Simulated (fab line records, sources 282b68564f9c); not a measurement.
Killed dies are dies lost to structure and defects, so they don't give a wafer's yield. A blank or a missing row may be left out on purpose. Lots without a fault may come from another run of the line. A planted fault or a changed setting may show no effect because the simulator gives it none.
Split-lot experiment | flow rit_cmos | 5 lots, 23 wafers read, on a route of 202 steps

THE SPLIT
At RIT_NLDD_COAT_01 (resist thk 1000 nm), the setting spin_rpm was moved away from the recipe's 3250 rpm on 6 of the 23 wafers read, by -6.9% to +5.8%. The other wafers ran this setting at the recipe's value.

FROM THE SPLIT TO THE READING: what the file shows between them, 3 steps
- RIT_NLDD_SOFTBAKE_02: time 60 s
- RIT_NLDD_EXPOSE_03: exposes mask M7, target cd 40700 nm
- RIT_NLDD_DEVELOP_05: develop time 50 s

THE READING
NOVOLAK_of_NLDD_COAT_01.thk_nm (the simulator's own value, which no gauge read), in nm, at RIT_NLDD_HARDBAKE_07 (time 60 s). The file gives no usual value for it. The 17 wafers here that ran the recipe average 885.9 nm, standard deviation 1.9 nm.

wafer  | tool, chamber at the split | spin_rpm as run, rpm | against the recipe | NOVOLAK_of_NLDD_COAT_01.thk_nm, nm | against lot-mates on the recipe
L075.2 | litho_track-01, 0          | 3250                 | recipe             | 884.3                              | -
L075.3 | litho_track-01, 0          | 3250                 | recipe             | 887.1                              | -
L075.4 | litho_track-01, 0          | 3250                 | recipe             | 888.8                              | -
L075.5 | litho_track-01, 0          | 3250                 | recipe             | 883.8                              | -
L075.6 | litho_track-01, 0          | 3250                 | recipe             | 886                                | -
L076.2 | litho_track-03, 0          | 3250                 | recipe             | 884.4                              | -
L076.4 | litho_track-03, 0          | 3250                 | recipe             | 886.7                              | -
L076.5 | litho_track-03, 0          | 3250                 | recipe             | 888.9                              | -
L078.2 | litho_track-02, 0          | 3026                 | -6.9%              | 914.4                              | +31.4
L078.3 | litho_track-02, 0          | 3250                 | recipe             | 882.2                              | -
L078.4 | litho_track-02, 0          | 3026                 | -6.9%              | 914.6                              | +31.6
L078.5 | litho_track-02, 0          | 3250                 | recipe             | 883.9                              | -
L078.6 | litho_track-02, 0          | 3026                 | -6.9%              | 914                                | +31.0
L084.2 | litho_track-03, 0          | 3250                 | recipe             | 888                                | -
L084.3 | litho_track-03, 0          | 3440                 | +5.8%              | 863.2                              | -25.0
L084.4 | litho_track-03, 0          | 3250                 | recipe             | 888.4                              | -
L084.5 | litho_track-03, 0          | 3440                 | +5.8%              | 859.4                              | -28.8
L084.6 | litho_track-03, 0          | 3440                 | +5.8%              | 861.8                              | -26.4
L083.1 | litho_track-02, 0          | 3250                 | recipe             | 883.4                              | -
L083.2 | litho_track-02, 0          | 3250                 | recipe             | 885.6                              | -
L083.3 | litho_track-02, 0          | 3250                 | recipe             | 886                                | -
L083.4 | litho_track-02, 0          | 3250                 | recipe             | 885.8                              | -
L083.5 | litho_track-02, 0          | 3250                 | recipe             | 886.3                              | -

THE FIT
A straight line over all 23 wafers: NOVOLAK_of_NLDD_COAT_01.thk_nm changes by -4.15 nm for each +1% of spin_rpm; r = -0.99; the points scatter about the line by 1.8 nm.
The same after taking each lot's own level away (the mean of its wafers on the recipe; 23 wafers): -4.55 nm for each +1%; r = -1.00; scatter 1.4 nm.
On that fit, the largest move of spin_rpm shifts the reading by 31 nm.
The lots' own levels span 883.05 to 888.20 nm, that is 2.7 times the standard deviation above.
So the lot-to-lot level changes the slope little: the two slopes agree.
Check: with one of the wafers moved furthest among these (-6.9%) left out of the fit, the line predicts +31.4 nm for it against its lot-mates. It came out at +31.4 nm against them.

OTHER SPLITS ON THESE WAFERS
These wafers also went through other splits before the reading. Each is held against what the fit with the lots' levels taken away leaves over:
other split on the same wafers    | wafers away from the commonest value | r with NOVOLAK_of_NLDD_COAT_01.thk_nm (lot level and that fit taken away)
RIT_ACTIVE_OXIDATION_01 ox_time_s | 15                                   | +0.00
RIT_ACTIVE_EXPOSE_08 dose_mj      | 11                                   | -0.19
RIT_NRETRO_IMPLANT_08 dose_cm2    | 7                                    | -0.01
RIT_PRETRO_IMPLANT_08 energy_kev  | 10                                   | -0.03

THE WHOLE CHAIN: every reading that the file lists as answering this split, in the file's order
step                 | what it does       | reading                                                                         | change (the file's fit)              | r (the file's)
RIT_NLDD_COAT_01     | resist thk 1000 nm | NOVOLAK_of_NLDD_COAT_01.thk_nm (the simulator's own value, which no gauge read) | -5.21 nm for each +1% of the setting | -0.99
RIT_NLDD_HARDBAKE_07 | time 60 s          | NOVOLAK_of_NLDD_COAT_01.thk_nm (the simulator's own value, which no gauge read) | -4.56 nm for each +1% of the setting | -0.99

THE FILE'S OWN FIT
NOVOLAK_of_NLDD_COAT_01.thk_nm changes by -4.56 nm for each +1% of spin_rpm, r = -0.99.
